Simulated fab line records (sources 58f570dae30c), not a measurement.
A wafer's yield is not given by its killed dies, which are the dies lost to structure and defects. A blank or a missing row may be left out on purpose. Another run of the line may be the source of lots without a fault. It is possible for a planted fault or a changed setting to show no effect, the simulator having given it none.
Split-lot experiment + flow berkeley cmos170 + 23 wafers read from 5 lots, route of 331 steps

== SPLIT DETAILS ==
At UCB170_NWELL_IMPLANT_14, the setting energy kev was moved away from the recipe's 150 on 7 of the 23 wafers read, by +3.7% to +4.9%. All remaining wafers had this setting at the recipe value.

The reading comes from the split's own step.

== THE READING ==
The simulator's own value implant.drp nm, read by no gauge, in nm at UCB170_NWELL_IMPLANT_14. There is no usual value for it anywhere in the file.

| wafer  | tool, chamber at the split | energy kev as run | against the recipe | implant.drp nm, nm | against lot-mates on the recipe |
|--------|----------------------------|-------------------|--------------------|--------------------|---------------------------------|
| L074.1 | implanter-03, 0            | 157.3             | +4.9%              | 65                 | +2.28                           |
| L074.6 | implanter-03, 0            | 157.3             | +4.9%              | 65                 | +2.28                           |
| L074.2 | implanter-03, 0            | 150               | recipe             | 62.72              | -                               |
| L074.4 | implanter-03, 0            | 150               | recipe             | 62.72              | -                               |
| L074.5 | implanter-03, 0            | 150               | recipe             | 62.72              | -                               |
| L076.2 | implanter-03, 0            | 150               | recipe             | 62.72              | -                               |
| L076.3 | implanter-03, 0            | 150               | recipe             | 62.72              | -                               |
| L076.6 | implanter-03, 0            | 150               | recipe             | 62.72              | -                               |
| L075.1 | implanter-02, 0            | 155.5             | +3.7%              | 64.44              | +1.72                           |
| L075.4 | implanter-02, 0            | 155.5             | +3.7%              | 64.44              | +1.72                           |
| L075.2 | implanter-02, 0            | 150               | recipe             | 62.72              | -                               |
| L075.3 | implanter-02, 0            | 150               | recipe             | 62.72              | -                               |
| L075.5 | implanter-02, 0            | 150               | recipe             | 62.72              | -                               |
| L079.1 | implanter-03, 0            | 155.8             | +3.9%              | 64.54              | +1.82                           |
| L079.3 | implanter-03, 0            | 155.8             | +3.9%              | 64.54              | +1.82                           |
| L079.5 | implanter-03, 0            | 155.8             | +3.9%              | 64.54              | +1.82                           |
| L079.4 | implanter-03, 0            | 150               | recipe             | 62.72              | -                               |
| L079.6 | implanter-03, 0            | 150               | recipe             | 62.72              | -                               |
| L082.1 | implanter-04, 0            | 150               | recipe             | 62.72              | -                               |
| L082.2 | implanter-04, 0            | 150               | recipe             | 62.72              | -                               |
| L082.3 | implanter-04, 0            | 150               | recipe             | 62.72              | -                               |
| L082.4 | implanter-04, 0            | 150               | recipe             | 62.72              | -                               |
| L082.5 | implanter-04, 0            | 150               | recipe             | 62.72              | -                               |

FIT RESULTS
A straight line over all 23 wafers: implant.drp nm changes by +0.469 nm for each +1% of energy kev; r = +1.00; the points scatter about the line by 0.0023 nm.
The same after taking each lot's own level away (the mean of its wafers on the recipe; 23 wafers): +0.469 nm for each +1%; r = +1.00; scatter 0.0023 nm.
On that fit, the largest move of energy kev shifts the reading by 2.3 nm.
The lots' own levels span 62.720 to 62.720 nm.
So the lot-to-lot level changes the slope little: the two slopes agree.
Check: with one of the wafers moved furthest among these (+4.9%) left out of the fit, the line predicts +2.29 nm for it against its lot-mates. Against them it came out at +2.28 nm.

== THE WHOLE CHAIN: every reading that the file lists as answering this split, in the file's order ==
| step                    | what it does | reading                                                         | change (the file's fit)               | r (the file's) |
|-------------------------|--------------|-----------------------------------------------------------------|---------------------------------------|----------------|
| UCB170_NWELL_IMPLANT_14 |              | implant.rp nm (the simulator's own value, which no gauge read)  | +1.94 nm for each +1% of the setting  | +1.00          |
| UCB170_NWELL_IMPLANT_14 |              | implant.drp nm (the simulator's own value, which no gauge read) | +0.468 nm for each +1% of the setting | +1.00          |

== FILE'S OWN FIT ==
implant.drp nm changes by +0.468 nm for each +1% of energy kev, r = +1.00.
